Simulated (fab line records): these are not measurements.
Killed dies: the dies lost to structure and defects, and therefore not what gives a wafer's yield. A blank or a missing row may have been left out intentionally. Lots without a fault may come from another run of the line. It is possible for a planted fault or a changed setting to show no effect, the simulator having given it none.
Which tool was responsible? || flow berkeley-cmos170 || 21 wafers from 7 lots sampled at 2 of the route's 331 steps

WHAT THE GAUGES SHOWED, per wafer
UCB170_SILICIDE_THK_MEAS_03: measures by xrf.
{"lot": "L527", "measured": "day 6 20:11", "on": "film-metro-01", "SILICIDE_TI_THK (nm)": "29.8 29.8 29.8"}
{"lot": "L530", "measured": "day 7 08:01", "on": "film-metro-01", "SILICIDE_TI_THK (nm)": "29.8 29.7 29.5"}
{"lot": "L532", "measured": "day 7 17:44", "on": "film-metro-01", "SILICIDE_TI_THK (nm)": "30.1 29.8 30.0"}
{"lot": "L537", "measured": "day 8 16:01", "on": "film-metro-01", "SILICIDE_TI_THK (nm)": "29.7 29.1 29.5"}
{"lot": "L544", "measured": "day 9 20:02", "on": "film-metro-03", "SILICIDE_TI_THK (nm)": "29.6 29.4 29.3"}
{"lot": "L545", "measured": "day 10 06:36", "on": "film-metro-01", "SILICIDE_TI_THK (nm)": "30.4 30.0 30.1"}
{"lot": "L548", "measured": "day 11 06:11", "on": "film-metro-01", "SILICIDE_TI_THK (nm)": "29.6 29.1 29.4"}

EACH LOT AND THE TOOL THAT RAN IT (in order: tool; ch and the chambers of the sampled wafers; start)
{"lot": "L527", "UCB170_NSD_STRIP_09": "plasma-asher-04 ch 0,1, day 6 18:09"}
{"lot": "L530", "UCB170_NSD_STRIP_09": "plasma-asher-02 ch 0,1, day 7 06:08"}
{"lot": "L532", "UCB170_NSD_STRIP_09": "plasma-asher-04 ch 0,1, day 7 15:49"}
{"lot": "L537", "UCB170_NSD_STRIP_09": "plasma-asher-02 ch 1, day 8 13:59"}
{"lot": "L544", "UCB170_NSD_STRIP_09": "plasma-asher-04 ch 0,1, day 9 17:50"}
{"lot": "L545", "UCB170_NSD_STRIP_09": "plasma-asher-03 ch 0,1, day 10 04:31"}
{"lot": "L548", "UCB170_NSD_STRIP_09": "plasma-asher-04 ch 0,1, day 11 04:07"}
- UCB170_NSD_STRIP_09: strips in O2.

THE ANSWER, worked out from the rows above alone
Rule: the usual values come from the lots themselves. The widest of any qualifying gaps counts: lots, ordered by their means at a reading, are off when they make up no more than a third of the lots, leave a main group of 4 or more, and stand apart from it by 3 or more times the standard deviation of that group's means. A main group whose means are all the same, to the digits that the tables above print for the reading, isn't used. Also off: a lot with no number at a reading for which 4 or more lots have one. The other lots that the step has rows for count as sound.
None of the lots is off at any reading shown; this tells nothing.

WHAT HAD BEEN PUT IN BY THE SIMULATOR
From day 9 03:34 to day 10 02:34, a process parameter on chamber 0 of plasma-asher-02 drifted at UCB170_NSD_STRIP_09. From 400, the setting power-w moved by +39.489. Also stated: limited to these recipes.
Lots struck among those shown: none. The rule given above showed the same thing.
